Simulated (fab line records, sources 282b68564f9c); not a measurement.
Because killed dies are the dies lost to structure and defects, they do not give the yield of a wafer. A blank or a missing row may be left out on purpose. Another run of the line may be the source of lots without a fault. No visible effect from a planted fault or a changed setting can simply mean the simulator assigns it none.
fab line records	flow ritCmos
record lots=14	wafers=42	lastDay=8
route steps=202 shown FOX2@24 PLDD@122 CONTACT@180 M1@194
lots that met no fault: taken from a fault-free run of the same line
startH: hours from the record's first day to the start of the lot's first wafer shown	waitH: time in hours since the lot's previous step	" unchanged from the row above	L1.1+2: a single row standing in for several wafers	- no value present, or no start provided	* or withheld: withheld	< > ~ a bound
route shown NAME@n: NAME is a module with steps in the file, n the number in the route of the first one	usual: mean/standard deviation taken from wafers without a fault	same: alike in all rows	chamber/n: place in a boat	sites: readings site by site	_std_site: the values' standard deviation	_edge_site: outer sites' mean less inner sites'	radiusMm: for every site, how far away it sits from the centre of the wafer	mask NAME#n: copy n	behind: tool/chamber where the wafer was last shaped	hold: why the lot was held/for how many hours/how that ended	device: the n, p or np transistor that did not switch	end of line: the tests these same wafers got at the end of their route	step lacking rows: just its recipe	killed: dies that structure and defects cost at the first sort, which is not the same as the wafer's yield	map: per-die view of a wafer (x killed, . not killed, _ where there is no die)
set.NAME: the setting as run; set.NAME@STEP: as run at that earlier step	model.NAME: the simulator's own value behind a step, which no gauge read
the route's steps for a sample of lots (tables are steps, rows are wafers)
services: a tool's chamber out of use, with start hour (startH, from the record's first day; less than 0 if before it), hours out, and reason
## steps
# step RIT_FOX2_THK_MEAS_01
# recipe reads=SiO2_of_FOX2_OXIDATION_00
# usual FOX2_OXIDE_THK=354/5.3
lot.wafer	tool	chamber	startH	waitH	FOX2_OXIDE_THK[nm]
L115.1	filmMetro-01	-	20.46	0.0	350
L115.2	"	-	"	"	350
L115.4	"	-	"	"	349
L116.3	filmMetro-04	-	25.69	0.0	352
L116.4	"	-	"	"	345
L116.6	"	-	"	"	351
L117.1	filmMetro-01	-	29.86	0.0	351
L117.3	"	-	"	"	353
L117.6	"	-	"	"	349
L118.2	filmMetro-03	-	35.22	0.0	353
L118.4	"	-	"	"	357
L118.6	"	-	"	"	362
L120.1	filmMetro-01	-	47.43	0.0	352
L120.5	"	-	"	"	347
L120.6	"	-	"	"	352
L121.3	filmMetro-03	-	51.45	0.0	355
L121.5	"	-	"	"	356
L121.6	"	-	"	"	353
L122.1	filmMetro-03	-	54.48	0.0	358
L122.3	"	-	"	"	357
L122.4	"	-	"	"	357
L124.1	filmMetro-04	-	65.03	0.0	359
L124.3	"	-	"	"	361
L124.6	"	-	"	"	358
L125.3	filmMetro-04	-	68.74	0.0	342
L125.4	"	-	"	"	345
L125.6	"	-	"	"	347
L129.1	filmMetro-03	-	90.86	0.0	370
L129.2	"	-	"	"	366
L129.4	"	-	"	"	363
L130.1	filmMetro-03	-	96.44	0.0	365
L130.4	"	-	"	"	360
L130.6	"	-	"	"	360
L135.2	filmMetro-04	-	133.58	0.0	351
L135.3	"	-	"	"	350
L135.6	"	-	"	"	351
L136.3	filmMetro-03	-	140.09	0.0	355
L136.4	"	-	"	"	356
L136.5	"	-	"	"	346
L138.1	filmMetro-03	-	148.40	0.0	356
L138.3	"	-	"	"	358
L138.4	"	-	"	"	362
# step RIT_PLDD_IMPLANT_08
# recipe species=BF2	energyKev=20	doseCm2=9e+14	tiltDeg=7
# usual beamEnergyKeV=19.999/0.006
lot.wafer	tool	chamber	startH	waitH	beamEnergyKeV
L115.1	implanter-04	0	44.50	0.1	19.995
L115.2	"	0	"	"	19.996
L115.4	"	0	"	"	19.996
L116.3	implanter-04	0	55.24	0.1	19.992
L116.4	"	0	"	"	19.998
L116.6	"	0	"	"	20.006
L117.1	implanter-04	0	57.60	0.1	19.999
L117.3	"	0	"	"	19.989
L117.6	"	0	"	"	19.992
L118.2	implanter-01	0	61.02	0.1	20.000
L118.4	"	0	"	"	20.009
L118.6	"	0	"	"	20.008
L120.1	implanter-01	0	77.80	0.1	20.002
L120.5	"	0	"	"	19.994
L120.6	"	0	"	"	20.000
L121.3	implanter-01	0	79.92	0.1	19.996
L121.5	"	0	"	"	19.999
L121.6	"	0	"	"	20.001
L122.1	implanter-01	0	82.92	0.1	19.996
L122.3	"	0	"	"	20.006
L122.4	"	0	"	"	19.999
L124.1	implanter-01	0	94.97	0.1	20.001
L124.3	"	0	"	"	20.000
L124.6	"	0	"	"	20.002
L125.3	implanter-01	0	97.82	0.1	20.004
L125.4	"	0	"	"	19.998
L125.6	"	0	"	"	19.998
L129.1	implanter-04	0	122.48	0.1	14.002
L129.2	"	0	"	"	13.991
L129.4	"	0	"	"	13.999
L130.1	implanter-04	0	140.08	0.1	13.987
L130.4	"	0	"	"	14.002
L130.6	"	0	"	"	14.000
L135.2	implanter-03	0	165.70	0.1	20.000
L135.3	"	0	"	"	19.998
L135.6	"	0	"	"	19.996
L136.3	implanter-03	0	170.24	0.1	19.996
L136.4	"	0	"	"	20.003
L136.5	"	0	"	"	20.000
L138.1	implanter-03	0	179.00	0.1	19.994
L138.3	"	0	"	"	19.994
L138.4	"	0	"	"	20.000
# step RIT_PLDD_TW_MEAS_10
# usual PLDD_TW=2366/25
lot.wafer	tool	chamber	startH	waitH	PLDD_TW
L115.1	filmMetro-01	-	44.83	0.1	2345
L115.2	"	-	"	"	2361
L115.4	"	-	"	"	2363
L116.3	filmMetro-02	-	55.54	0.1	2350
L116.4	"	-	"	"	2359
L116.6	"	-	"	"	2363
L117.1	filmMetro-03	-	57.92	0.1	2402
L117.3	"	-	"	"	2405
L117.6	"	-	"	"	2406
L118.2	filmMetro-02	-	61.33	0.1	2366
L118.4	"	-	"	"	2347
L118.6	"	-	"	"	2350
L120.1	filmMetro-03	-	78.12	0.1	2376
L120.5	"	-	"	"	2387
L120.6	"	-	"	"	2404
L121.3	filmMetro-01	-	80.22	0.1	2359
L121.5	"	-	"	"	2361
L121.6	"	-	"	"	2355
L122.1	filmMetro-01	-	83.24	0.1	2373
L122.3	"	-	"	"	2365
L122.4	"	-	"	"	2360
L124.1	filmMetro-03	-	95.29	0.1	2407
L124.3	"	-	"	"	2402
L124.6	"	-	"	"	2408
L125.3	filmMetro-02	-	98.11	0.1	2359
L125.4	"	-	"	"	2355
L125.6	"	-	"	"	2354
L129.1	filmMetro-01	-	122.81	0.1	2141
L129.2	"	-	"	"	2131
L129.4	"	-	"	"	2142
L130.1	filmMetro-02	-	140.40	0.1	2131
L130.4	"	-	"	"	2115
L130.6	"	-	"	"	2135
L135.2	filmMetro-02	-	166.01	0.1	2358
L135.3	"	-	"	"	2350
L135.6	"	-	"	"	2342
L136.3	filmMetro-03	-	170.54	0.1	2400
L136.4	"	-	"	"	2420
L136.5	"	-	"	"	2417
L138.1	filmMetro-01	-	179.32	0.1	2340
L138.3	"	-	"	"	2338
L138.4	"	-	"	"	2344
# step RIT_SDANNEAL_RS_MEAS_06
# recipe thkMeasGauge=four-point-probe
# usual PLDD_RS=178.4/0.45
lot.wafer	tool	chamber	startH	waitH	PLDD_RS[ohm/sq]
L115.1	filmMetro-01	-	52.03	0.1	178.1
L115.2	"	-	"	"	177.7
L115.4	"	-	"	"	177.4
L116.3	filmMetro-03	-	61.74	0.1	178.5
L116.4	"	-	"	"	178.2
L116.6	"	-	"	"	178.6
L117.1	filmMetro-03	-	64.29	0.1	178.6
L117.3	"	-	"	"	178.2
L117.6	"	-	"	"	178.7
L118.2	filmMetro-02	-	67.88	0.1	177.8
L118.4	"	-	"	"	178.3
L118.6	"	-	"	"	177.9
L120.1	filmMetro-01	-	84.56	0.1	178.5
L120.5	"	-	"	"	179.0
L120.6	"	-	"	"	178.6
L121.3	filmMetro-01	-	86.75	0.1	179.4
L121.5	"	-	"	"	178.7
L121.6	"	-	"	"	179.1
L122.1	filmMetro-03	-	89.72	0.1	178.6
L122.3	"	-	"	"	178.7
L122.4	"	-	"	"	179.1
L124.1	filmMetro-02	-	101.37	0.1	177.9
L124.3	"	-	"	"	178.0
L124.6	"	-	"	"	178.3
L125.3	filmMetro-02	-	104.37	0.1	177.9
L125.4	"	-	"	"	178.4
L125.6	"	-	"	"	178.2
L129.1	filmMetro-01	-	129.54	0.1	203.1
L129.2	"	-	"	"	203.1
L129.4	"	-	"	"	203.2
L130.1	filmMetro-01	-	146.54	0.1	203.1
L130.4	"	-	"	"	202.9
L130.6	"	-	"	"	203.6
L135.2	filmMetro-01	-	172.88	0.1	178.5
L135.3	"	-	"	"	178.5
L135.6	"	-	"	"	178.9
L136.3	filmMetro-03	-	176.92	0.1	178.4
L136.4	"	-	"	"	178.5
L136.5	"	-	"	"	178.8
L138.1	filmMetro-01	-	185.97	0.1	178.7
L138.3	"	-	"	"	178.5
L138.4	"	-	"	"	179.0
# step RIT_CONTACT_STRIP_12
# recipe chemistry=O2	timeS=180	resist=NOVOLAK	platenTempC=withheld	powerW=500	pressureMtorr=4000	o2FlowSccm=4000
# usual drypumpMotorCurrentA=5.9/0.46
lot.wafer	tool	chamber	startH	waitH	drypumpMotorCurrentA	rfHoursCounterH
L115.1	plasmaAsher-01	1	54.73	0.1	5.8	25
L115.2	"	0	"	"	5.5	25
L115.4	"	0	"	"	5.4	-
L116.3	plasmaAsher-01	0	64.10	0.2	5.4	-
L116.4	"	1	"	"	5.8	-
L116.6	"	0	"	"	5.4	-
L117.1	plasmaAsher-02	1	66.85	0.1	5.5	41
L117.3	"	1	"	"	5.5	-
L117.6	"	0	"	"	5.9	-
L118.2	plasmaAsher-02	1	70.32	0.1	5.5	42
L118.4	"	1	"	"	5.4	-
L118.6	"	0	"	"	5.9	-
L120.1	plasmaAsher-03	0	87.03	0.1	6.0	44
L120.5	"	1	"	"	6.8	-
L120.6	"	0	"	"	6.0	-
L121.3	plasmaAsher-02	1	89.59	0.2	5.5	-
L121.5	"	1	"	"	5.5	-
L121.6	"	0	"	"	5.9	-
L122.1	plasmaAsher-03	1	92.08	0.1	6.8	45
L122.3	"	0	"	"	6.0	-
L122.4	"	1	"	"	6.8	-
L124.1	plasmaAsher-03	1	103.70	0.1	6.8	46
L124.3	"	0	"	"	6.0	-
L124.6	"	1	"	"	6.8	-
L125.3	plasmaAsher-01	1	106.85	0.2	5.9	-
L125.4	"	0	"	"	5.4	-
L125.6	"	1	"	"	5.9	-
L129.1	plasmaAsher-01	0	132.00	0.1	5.4	32
L129.2	"	1	"	"	5.8	32
L129.4	"	1	"	"	5.8	-
L130.1	plasmaAsher-03	1	149.11	0.1	6.8	50
L130.4	"	0	"	"	6.0	-
L130.6	"	1	"	"	6.8	-
L135.2	plasmaAsher-01	0	175.77	0.1	5.4	37
L135.3	"	0	"	"	5.4	-
L135.6	"	1	"	"	5.9	-
L136.3	plasmaAsher-01	1	179.57	0.2	5.8	-
L136.4	"	0	"	"	5.4	-
L136.5	"	1	"	"	5.8	-
L138.1	plasmaAsher-02	1	188.87	0.1	5.5	7
L138.3	"	0	"	"	5.9	-
L138.4	"	1	"	"	5.5	-
# step RIT_M1_OVL_MEAS_10
# usual M1_OVL=0.9/1.2
lot.wafer	tool	chamber	startH	waitH	M1_OVL[nm]
L115.1	overlay-01	-	57.15	0.1	-1.8
L115.2	"	-	"	"	1.0
L115.4	"	-	"	"	-0.4
L116.3	overlay-02	-	66.34	0.1	2.9
L116.4	"	-	"	"	1.7
L116.6	"	-	"	"	1.1
L117.1	overlay-01	-	68.99	0.1	1.6
L117.3	"	-	"	"	1.8
L117.6	"	-	"	"	1.0
L118.2	overlay-01	-	72.93	0.1	2.2
L118.4	"	-	"	"	1.1
L118.6	"	-	"	"	-0.2
L120.1	overlay-02	-	89.21	0.1	2.2
L120.5	"	-	"	"	-0.3
L120.6	"	-	"	"	1.2
L121.3	overlay-02	-	91.94	0.1	-0.2
L121.5	"	-	"	"	0.4
L121.6	"	-	"	"	-0.1
L122.1	overlay-02	-	94.36	0.1	1.4
L122.3	"	-	"	"	2.5
L122.4	"	-	"	"	2.9
L124.1	overlay-01	-	105.95	0.1	0.1
L124.3	"	-	"	"	-0.2
L124.6	"	-	"	"	0.7
L125.3	overlay-01	-	108.94	0.1	3.3
L125.4	"	-	"	"	1.6
L125.6	"	-	"	"	1.4
L129.1	overlay-01	-	134.24	0.1	0.0
L129.2	"	-	"	"	1.1
L129.4	"	-	"	"	0.8
L130.1	overlay-01	-	151.23	0.1	0.0
L130.4	"	-	"	"	0.3
L130.6	"	-	"	"	0.4
L135.2	overlay-01	-	178.01	0.1	0.3
L135.3	"	-	"	"	2.0
L135.6	"	-	"	"	2.2
L136.3	overlay-02	-	181.79	0.1	2.6
L136.4	"	-	"	"	2.5
L136.5	"	-	"	"	4.1
L138.1	overlay-01	-	191.74	0.1	-0.6
L138.3	"	-	"	"	1.9
L138.4	"	-	"	"	-0.5
# step RIT_M1_PROBE_99
# usual killed_at_M0_to_M3=0.0/0.14	killedAtContacts=0.1/0.3	killedAtFrontEnd=7/3.1	killedDies=7/3.1	killedOpen=3.8/2.3	killedShort=3.2/1.9
# same grossDies=264	killed_at_M4_up=0	killedAtBackSide=0	killedAtOther=0
lot.wafer	tool	chamber	startH	waitH	killed_at_M0_to_M3	killedAtContacts	killedAtFrontEnd	killedDies	killedOpen	killedShort
L124.1	prober-02	-	108.49	0.1	0	0	6	6	4	2
L124.3	prober-02	-	108.59	0.2	0	0	1	1	1	0
L124.6	prober-02	-	108.74	0.2	0	1	7	8	4	4
L125.3	prober-01	-	111.56	0.2	0	1	4	5	2	3
L125.4	prober-01	-	111.61	0.2	0	0	7	7	5	2
L125.6	prober-01	-	111.71	0.2	0	0	4	4	3	1
L129.1	prober-01	-	137.40	0.1	0	0	8	8	7	1
L129.2	prober-01	-	137.45	0.1	0	0	7	7	4	3
L129.4	prober-01	-	137.55	0.2	0	0	9	9	5	4
L130.1	prober-01	-	153.93	0.1	0	0	4	4	2	2
L130.4	prober-01	-	154.08	0.2	0	0	6	6	1	5
L130.6	prober-01	-	154.18	0.2	0	0	8	8	4	4
L135.2	prober-02	-	181.94	0.1	0	0	2	2	1	1
L135.3	prober-02	-	181.99	0.2	0	0	10	10	2	8
L135.6	prober-02	-	182.14	0.2	0	0	6	6	4	2
L136.3	prober-01	-	184.42	0.2	0	0	11	11	7	4
L136.4	prober-01	-	184.47	0.2	0	0	3	3	2	1
L136.5	prober-01	-	184.52	0.2	0	0	4	4	3	1
L138.1	prober-02	-	194.34	0.1	0	0	4	4	2	2
L138.3	prober-02	-	194.44	0.2	0	0	10	10	8	2
L138.4	prober-02	-	194.49	0.2	0	0	6	6	4	2
# killed by level:class
L124.1 REOX:geometricParticle:short=2 FOX2:geometricParticle:open=1 GATE:geometricParticle:open=1 SPACER:geometricParticle:open=1 SILICIDE:geometricParticle:open=1
L124.3 GATE:geometricParticle:open=1
L124.6 SILICIDE:geometricParticle:short=2 FOX1:geometricParticle:open=1 FOX2:geometricParticle:short=1 GATE:geometricParticle:open=1 REOX:geometricParticle:short=1 SILICIDE:geometricParticle:open=1 CONTACT:geometricParticle:open=1
L125.3 GATE:geometricParticle:short=1 GATE:geometricParticle:open=1 REOX:geometricParticle:short=1 REOX:geometricParticle:open=1 CONTACT:geometricParticle:short=1
L125.4 FOX1:geometricParticle:open=2 GATE:geometricParticle:short=2 GATE:geometricParticle:open=1 REOX:geometricParticle:open=1 SILICIDE:geometricParticle:open=1
L125.6 SPACER:geometricParticle:open=2 GATE:geometricParticle:open=1 SILICIDE:geometricParticle:short=1
L129.1 FOX1:geometricParticle:open=2 ACTIVE:geometricParticle:open=1 GATE:geometricParticle:open=1 GATE:geometricParticle:short=1 REOX:geometricParticle:open=1 SPACER:geometricParticle:open=1 SILICIDE:geometricParticle:open=1
L129.2 GATE:geometricParticle:short=2 REOX:geometricParticle:open=2 FOX1:geometricParticle:open=1 GATE:geometricParticle:open=1 SILICIDE:geometricParticle:short=1
L129.4 GATE:geometricParticle:open=2 REOX:geometricParticle:short=2 GATE:geometricParticle:short=1 REOX:geometricParticle:open=1 SPACER:geometricParticle:short=1 SPACER:geometricParticle:open=1 SILICIDE:geometricParticle:open=1
L130.1 GATE:geometricParticle:open=2 FOX1:geometricParticle:short=1 GATE:geometricParticle:short=1
L130.4 FOX2:geometricParticle:short=2 GATE:geometricParticle:short=2 FOX2:geometricParticle:open=1 SILICIDE:geometricParticle:short=1
L130.6 FOX2:geometricParticle:short=2 GATE:geometricParticle:open=2 FOX1:geometricParticle:open=1 FOX1:geometricParticle:short=1 REOX:geometricParticle:open=1 REOX:geometricParticle:short=1
L135.2 GATE:geometricParticle:short=1 REOX:geometricParticle:open=1
L135.3 GATE:geometricParticle:short=3 GATE:geometricParticle:open=2 REOX:geometricParticle:short=2 FOX2:geometricParticle:short=1 SPACER:geometricParticle:short=1 SILICIDE:geometricParticle:short=1
L135.6 FOX1:geometricParticle:open=2 GATE:geometricParticle:open=1 REOX:geometricParticle:short=1 REOX:geometricParticle:open=1 SPACER:geometricParticle:short=1
L136.3 SILICIDE:geometricParticle:open=4 GATE:geometricParticle:short=2 SILICIDE:geometricParticle:short=2 FOX2:geometricParticle:open=1 REOX:geometricParticle:open=1 SPACER:geometricParticle:open=1
L136.4 FOX2:geometricParticle:open=1 REOX:geometricParticle:short=1 REOX:geometricParticle:open=1
L136.5 FOX2:geometricParticle:open=1 GATE:geometricParticle:open=1 REOX:geometricParticle:short=1 REOX:geometricParticle:open=1
L138.1 GATE:geometricParticle:short=1 GATE:geometricParticle:open=1 REOX:geometricParticle:open=1 SPACER:geometricParticle:short=1
L138.3 GATE:geometricParticle:open=3 GATE:geometricParticle:short=2 REOX:geometricParticle:open=2 FOX1:geometricParticle:open=1 FOX2:geometricParticle:open=1 SPACER:geometricParticle:open=1
L138.4 SPACER:geometricParticle:open=2 SPACER:geometricParticle:short=2 FOX1:geometricParticle:open=1 REOX:geometricParticle:open=1
## services
tool	chamber	startH	hours	kind
implanter-01	-	48.89	1.2	repair
plasmaAsher-02	-	74.68	1.6	repair
implanter-01	-	99.99	3.6	pm
plasmaAsher-02	-	108.75	9.0	pm
plasmaAsher-02	0	108.75	9.0	ventCycle
plasmaAsher-02	1	108.75	9.0	ventCycle
plasmaAsher-02	0	117.75	-	clean
plasmaAsher-02	1	117.75	-	clean
implanter-01	-	123.96	0.8	repair
implanter-01	-	129.69	35.5	repair
implanter-04	-	135.05	1.9	repair
implanter-03	-	155.03	2.2	repair
plasmaAsher-01	-	169.32	2.1	repair
implanter-01	-	169.72	0.7	repair
implanter-03	-	174.37	1.2	repair
## key
firstSign step=RIT_PLDD_IMPLANT_08	reading=beamEnergyKeV	direction=down	sigmas=99+	usual=19.999	struck=13.997
effect step=RIT_PLDD_TW_MEAS_10	reading=PLDD_TW	direction=down	sigmas=9.3	usual=2366	struck=2133
effect step=RIT_SDANNEAL_RS_MEAS_06	reading=PLDD_RS	direction=up	sigmas=55	usual=178.4	struck=203.2
metAt RIT_PLDD_IMPLANT_08
struckLots L129,L130
testerLeftOut L129,L130
notActingAt RIT_FOX2_THK_MEAS_01,RIT_CONTACT_STRIP_12,RIT_M1_OVL_MEAS_10
onsetBetween 57.60 122.48
fault kind=processParameterDrift	tool=implanter-04	chamber=-	onsetH=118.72	steps=RIT_PLDD_IMPLANT_08	channel=energyKev	offset=-6	shape=step	endH=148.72	actsIn=theseRecipesOnly	stated=20
# testerLeftOut: of these lots the tester's yield and bins aren't shown, on N5 and GAA mostly nor the transistor test; their killed dies are dies lost to structure and defects alone, not to doping, threshold or leakage, so they don't give the yield
